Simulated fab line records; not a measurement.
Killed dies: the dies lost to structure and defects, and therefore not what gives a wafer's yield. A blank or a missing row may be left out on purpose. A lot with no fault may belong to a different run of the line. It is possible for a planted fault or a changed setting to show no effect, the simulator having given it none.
Which tool is to blame? :: flow rit cmos :: 42 wafers from 14 lots sampled at 2 of the route's 202 steps

## WHAT THE GAUGES READ, wafer by wafer
RIT_PWELL_TW_MEAS_10. Usual: PWELL_TW 955, standard deviation 8.
lot: L640
measured: day 2 03:41
on: film metro-03
PWELL_TW: 957 960 960
flag: 

lot: L642
measured: day 2 16:04
on: film metro-04
PWELL_TW: 956 958 958
flag: 

lot: L643
measured: day 2 19:36
on: film metro-04
PWELL_TW: 956 962 952
flag: 

lot: L644
measured: day 3 00:22
on: film metro-04
PWELL_TW: 954 954 961
flag: 

lot: L645
measured: day 3 03:27
on: film metro-03
PWELL_TW: 960 960 967
flag: 

lot: L647
measured: day 4 07:10
on: film metro-04
PWELL_TW: 957 958 958
flag: 

lot: L648
measured: day 4 07:29
on: film metro-01
PWELL_TW: 946 944 943
flag: 

lot: L650
measured: day 4 12:21
on: film metro-04
PWELL_TW: 953 956 954
flag: 

lot: L649
measured: day 4 12:38
on: film metro-03
PWELL_TW: 967 966 964
flag: 

lot: L657
measured: day 5 18:18
on: film metro-04
PWELL_TW: 957 967 965
flag: 

lot: L659
measured: day 6 00:17
on: film metro-04
PWELL_TW: 957 953 957
flag: 

lot: L661
measured: day 6 11:33
on: film metro-03
PWELL_TW: 962 964 964
flag: 

lot: L662
measured: day 6 15:04
on: film metro-04
PWELL_TW: 957 954 954
flag: 

lot: L663
measured: day 6 19:14
on: film metro-03
PWELL_TW: 964 963 964
flag: 

RIT_FOX2_THK_MEAS_91. Usual: FIELD_OXIDE_LEFT_2_THK 257 nm, standard deviation 5.6.
lot: L640
measured: day 2 16:10
on: film metro-03
FIELD_OXIDE_LEFT_2_THK (nm): 264 268 261
flag: 

lot: L642
measured: day 3 01:58
on: film metro-03
FIELD_OXIDE_LEFT_2_THK (nm): 259 258 260
flag: 

lot: L643
measured: day 3 05:05
on: film metro-02
FIELD_OXIDE_LEFT_2_THK (nm): 255 255 257
flag: 

lot: L644
measured: day 3 10:14
on: film metro-02
FIELD_OXIDE_LEFT_2_THK (nm): 259 258 254
flag: 

lot: L645
measured: day 3 17:04
on: film metro-02
FIELD_OXIDE_LEFT_2_THK (nm): 257 266 259
flag: 

lot: L647
measured: day 4 20:22
on: film metro-03
FIELD_OXIDE_LEFT_2_THK (nm): 255 256 260
flag: 

lot: L648
measured: day 4 20:36
on: film metro-04
FIELD_OXIDE_LEFT_2_THK (nm): 258 262 264
flag: 

lot: L650
measured: day 5 01:58
on: film metro-03
FIELD_OXIDE_LEFT_2_THK (nm): 267 266 268
flag: 

lot: L649
measured: day 5 02:32
on: film metro-03
FIELD_OXIDE_LEFT_2_THK (nm): 255 252 248
flag: 

lot: L657
measured: day 6 04:50
on: film metro-04
FIELD_OXIDE_LEFT_2_THK (nm): 252 257 260
flag: 

lot: L659
measured: day 6 09:48
on: film metro-02
FIELD_OXIDE_LEFT_2_THK (nm): 262 265 267
flag: 

lot: L661
measured: day 6 21:04
on: film metro-04
FIELD_OXIDE_LEFT_2_THK (nm): 251 250 251
flag: 

lot: L662
measured: day 7 00:06
on: film metro-02
FIELD_OXIDE_LEFT_2_THK (nm): 251 252 253
flag: 

lot: L663
measured: day 7 04:50
on: film metro-04
FIELD_OXIDE_LEFT_2_THK (nm): 249 255 254
flag: 

## EACH LOT AND THE TOOL THAT RAN IT (in order: tool; ch and the chambers of the sampled wafers; start)
No process step before these readings appears in the record.

## AS READ BY THE TOOLS THEMSELVES (means over the sampled wafers that have a number; for cases with no such wafer, the mark the record gives instead)
The record holds no such reading with a usual standard deviation.

## THE ANSWER, worked out from the rows above alone
Rule: take the mean of a lot's wafers that have a number; if it is more than 3 standard deviations from the usual mean, the lot is off. Also off: a lot with no number at a reading for which 4 or more lots have one. Any other lot the step has rows for is counted as sound. After the gauges, taken in route order, come the tools' own readings; for these a lot's mean is taken, as printed above. At the first step where some lot is off, the reading lying furthest off is the one used; lots without a number count as furthest.
No lot is off at any reading shown: from this, nothing can be told.

## WHAT HAD BEEN PUT IN BY THE SIMULATOR
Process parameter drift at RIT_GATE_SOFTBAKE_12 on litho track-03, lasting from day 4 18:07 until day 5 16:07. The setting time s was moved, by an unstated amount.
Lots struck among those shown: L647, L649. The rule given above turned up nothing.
